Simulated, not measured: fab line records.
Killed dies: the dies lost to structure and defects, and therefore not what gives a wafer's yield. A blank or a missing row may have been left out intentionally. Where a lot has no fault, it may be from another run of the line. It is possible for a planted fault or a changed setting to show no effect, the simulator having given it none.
Struck lot and sound lot, side by side :: flow rit cmos :: 18 steps out of a route of 202
Sound: wafers L990.1, L990.5, L990.6. Struck: wafers L989.1, L989.4, L989.5. The cause comes at the end.
For every step that has rows: the tool of each side, followed by ch and its chambers, followed by its first start. Under that, the readings that differ: sound wafers :: struck wafers :: difference of the means :: sigmas: that difference in standard deviations of wafers without a fault.
alike: readings whose means differ by less than 2 such deviations, and words and numbers that are the same on both sides. not compared: withheld readings, readings that some wafer has no value for, bounds like >300 that may hide the same value, and numbers for which the record gives no deviation and whose values overlap.
Wherever a step has rows on one side only, a row that says differs or no value, or a row with sigmas, the two part there. Non-overlapping numbers with no deviation appear without sigmas and do not part them. A reading that every wafer of one side lacks parts them only if that side has two wafers or more.

first, 1 step without rows for these wafers: RIT_PWELL_DEVELOP_05 (develop time 68 s).
RIT_PWELL_OVL_MEAS_06:
  sound on overlay-02, day 4 12:06; struck on overlay-01, day 4 10:55
  alike: PWELL_OVL
then, 2 steps without rows for these wafers: RIT_PWELL_HARDBAKE_07 (time 120 s); RIT_PWELL_IMPLANT_08.
RIT_PWELL_STRIP_09: strips in O2, time 180 s.
  sound on plasma asher-02 ch 0,1, day 4 12:36; struck on plasma asher-02 ch 0,1, day 4 11:20
  alike: drypump motor current A
  not compared: rf hours counter h
RIT_PWELL_TW_MEAS_10:
  sound on film metro-01, day 4 12:47; struck on film metro-01, day 4 11:31
  alike: PWELL_TW
then, 1 step without rows for these wafers: RIT_WELLDRIVE_ANNEAL_00 (time 14700 s).
RIT_WELLDRIVE_RS_MEAS_01: a four-point-probe measurement.
  sound on film metro-02, day 4 17:55; struck on film metro-04, day 4 16:40
  alike: NWELL_RS
RIT_WELLDRIVE_RS_MEAS_02: a four-point-probe measurement.
  sound on film metro-02, day 4 18:02; struck on film metro-04, day 4 16:47
  alike: PWELL_RS
then, 3 steps without rows for these wafers: RIT_NRETRO_HMDS_00 (prime time 60 s); RIT_NRETRO_COAT_01 (resist thk 1300 nm); RIT_NRETRO_SOFTBAKE_02 (time 60 s).
RIT_NRETRO_EXPOSE_03: exposes mask M4, target cd 43900 nm.
  sound on iline stepper-02 ch 0, day 4 18:44; struck on iline stepper-01 ch 0, day 4 17:28
reading: model.NRETRO.overlay x nm (nm)
sound: -0.4628 -0.4628 -0.4628
struck: 419.8 419.8 419.8
difference: +420.3
sigmas: 
  alike: mask, focus offset nm
then, 2 steps without rows for these wafers: RIT_NRETRO_PEB_04; RIT_NRETRO_DEVELOP_05 (develop time 68 s).
RIT_NRETRO_OVL_MEAS_06:
  sound on overlay-02, day 4 19:10; struck on overlay-01, day 4 17:58
reading: NRETRO_OVL (nm)
sound: -0.3 0.8 0.5
struck: 419.5 421.6 420.5
difference: +420.2
sigmas: +99 or more
then, 1 step without rows for these wafers: RIT_NRETRO_HARDBAKE_07 (time 120 s).
RIT_M1_PROBE_99:
  sound on prober-02, day 6 02:01; struck on prober-01, day 5 22:49
reading: model.etest.well edge left.line ohm um
sound: 182.1 182.2 181.3
struck: 187.1 191 190.7
difference: +7.7
sigmas: 

reading: model.etest.retro edge nmos.off log10 a um
sound: -9.888 -9.908 -9.495
struck: -7.64 -7.696 -7.355
difference: +2.20
sigmas: 

reading: model.etest.retro edge pmos.off log10 a um
sound: -10.24 -10.58 -10.41
struck: -7.815 -7.866 -7.539
difference: +2.670
sigmas: 
  alike: killed_at_M0_to_M3, killed at contacts, killed at front end, killed dies, killed open, killed short

== WHERE THEY PART ==
Only at RIT_NRETRO_OVL_MEAS_06, as far as this record shows. Later steps at which nothing parts them and some readings are alike: RIT_M1_PROBE_99.

WHY: whatever the simulator had introduced
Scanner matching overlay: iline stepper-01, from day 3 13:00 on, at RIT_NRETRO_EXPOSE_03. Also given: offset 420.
